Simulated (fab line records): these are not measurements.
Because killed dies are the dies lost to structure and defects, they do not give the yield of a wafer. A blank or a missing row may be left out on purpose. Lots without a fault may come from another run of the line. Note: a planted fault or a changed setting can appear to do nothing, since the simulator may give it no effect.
Check of tool commonality | flow berkeley-cmos170 | Sample size 13 lots and 42 wafers

## REASON FOR OPENING
UCB170_NWELL_THK_MEAS_05, reading NWELL_NITRIDE_THK: flagged on 1 of 13 lots. No-fault wafers: 224.1 nm, standard deviation 2.
Rule: a lot gets a flag if all its wafers with a number sit over 4 standard deviations from that mean, or if no wafer of it has a number. As for the other lots, they are considered sound.

lot  | measured    | on            | NWELL_NITRIDE_THK (nm), wafer by wafer | flag
L296 | day 2 04:04 | film-metro-04 | 222.1 222.5 222.9                      |
L298 | day 2 18:26 | film-metro-04 | 220.9 220.4 220.8                      |
L299 | day 2 23:20 | film-metro-04 | 226.3 223.8 223.7                      |
L302 | day 3 12:15 | film-metro-04 | 225.7 224.9 227.1                      |
L304 | day 4 00:22 | film-metro-03 | 208.0 208.3 206.2 208.3 208.3 206.2    | FLAGGED
L309 | day 5 00:32 | film-metro-01 | 223.1 222.4 222.0                      |
L313 | day 5 18:01 | film-metro-01 | 224.1 225.3 227.0                      |
L314 | day 5 22:30 | film-metro-04 | 223.9 224.7 225.1                      |
L315 | day 6 05:07 | film-metro-03 | 220.3 221.8 223.7                      |
L316 | day 6 20:14 | film-metro-03 | 223.5 223.6 224.4                      |
L317 | day 6 20:14 | film-metro-01 | 226.8 228.6 227.3                      |
L319 | day 6 22:32 | film-metro-04 | 224.7 224.6 224.7                      |
L318 | day 6 22:33 | film-metro-01 | 224.7 223.1 225.0                      |
Average over the flagged lots: 207.6 nm; offset from the usual -16.5 nm, equal to -8 standard deviations.

## LOT BY LOT: THE TOOL USED
The record holds 1 process step before the reading, out of a route of 331 steps. Cell contents, in order: the tool; ch with the chambers the sampled wafers went through; the start.
lot  | flag    | UCB170_NWELL_CVD_04
L296 |         | lpcvd-02 ch 0, day 2 02:08
L298 |         | lpcvd-01 ch 1, day 2 16:29
L299 |         | lpcvd-01 ch 0, day 2 21:24
L302 |         | lpcvd-02 ch 0, day 3 10:19
L304 | FLAGGED | lpcvd-02 ch 1, day 3 22:26
L309 |         | lpcvd-01 ch 1, day 4 22:36
L313 |         | lpcvd-01 ch 0, day 5 16:04
L314 |         | lpcvd-01 ch 1, day 5 20:34
L315 |         | lpcvd-01 ch 1, day 6 03:11
L316 |         | lpcvd-02 ch 1, day 6 18:17
L317 |         | lpcvd-02 ch 0, day 6 18:17
L319 |         | lpcvd-02 ch 1, day 6 20:37
L318 |         | lpcvd-02 ch 1, day 6 20:37
What is done by these steps:
- UCB170_NWELL_CVD_04: deposits Si3N4 from SiH2Cl2/NH3, target thk 224 nm, time 3360 s.
- UCB170_NWELL_THK_MEAS_05

## FLAGGED OVER TOTAL, TOOL BY TOOL (the gauges that took the reading come last)
step                     | tool          | lots run | flagged | share of the flagged lots | sound lots run after its first flagged lot
UCB170_NWELL_CVD_04      | lpcvd-01      | 6        | 0       | none                      | -
UCB170_NWELL_CVD_04      | lpcvd-02      | 7        | 1       | all                       | 4 (L316,L317,L318,L319)
UCB170_NWELL_THK_MEAS_05 | film-metro-01 | 4        | 0       | none                      | -
UCB170_NWELL_THK_MEAS_05 | film-metro-03 | 3        | 1       | all                       | 2 (L315,L316)
UCB170_NWELL_THK_MEAS_05 | film-metro-04 | 6        | 0       | none                      | -

## WHAT IS ALLOWED BY THE TABLE
Rows of the table that ran all the flagged lots, 2 in number: lpcvd-02 at UCB170_NWELL_CVD_04; film-metro-03 at UCB170_NWELL_THK_MEAS_05.
- lpcvd-02 at UCB170_NWELL_CVD_04: 1 of its 7 lots flagged. Lots that were sound ran on it after the first flagged one (L316, L317, L318, L319); a persistent fault on the entire tool would not allow that. Its own readings (pressure-mtorr) fall more than 4 standard deviations out on all wafers of the flagged lots.
- film-metro-03 at UCB170_NWELL_THK_MEAS_05: 1 of its 3 lots flagged. Lots that were sound ran on it after the first flagged one (L315, L316); a persistent fault on the entire tool would not allow that.
There is no row in the table that ran each flagged lot and no sound lot after the first.

## WHAT THE SIMULATOR HAD INSERTED
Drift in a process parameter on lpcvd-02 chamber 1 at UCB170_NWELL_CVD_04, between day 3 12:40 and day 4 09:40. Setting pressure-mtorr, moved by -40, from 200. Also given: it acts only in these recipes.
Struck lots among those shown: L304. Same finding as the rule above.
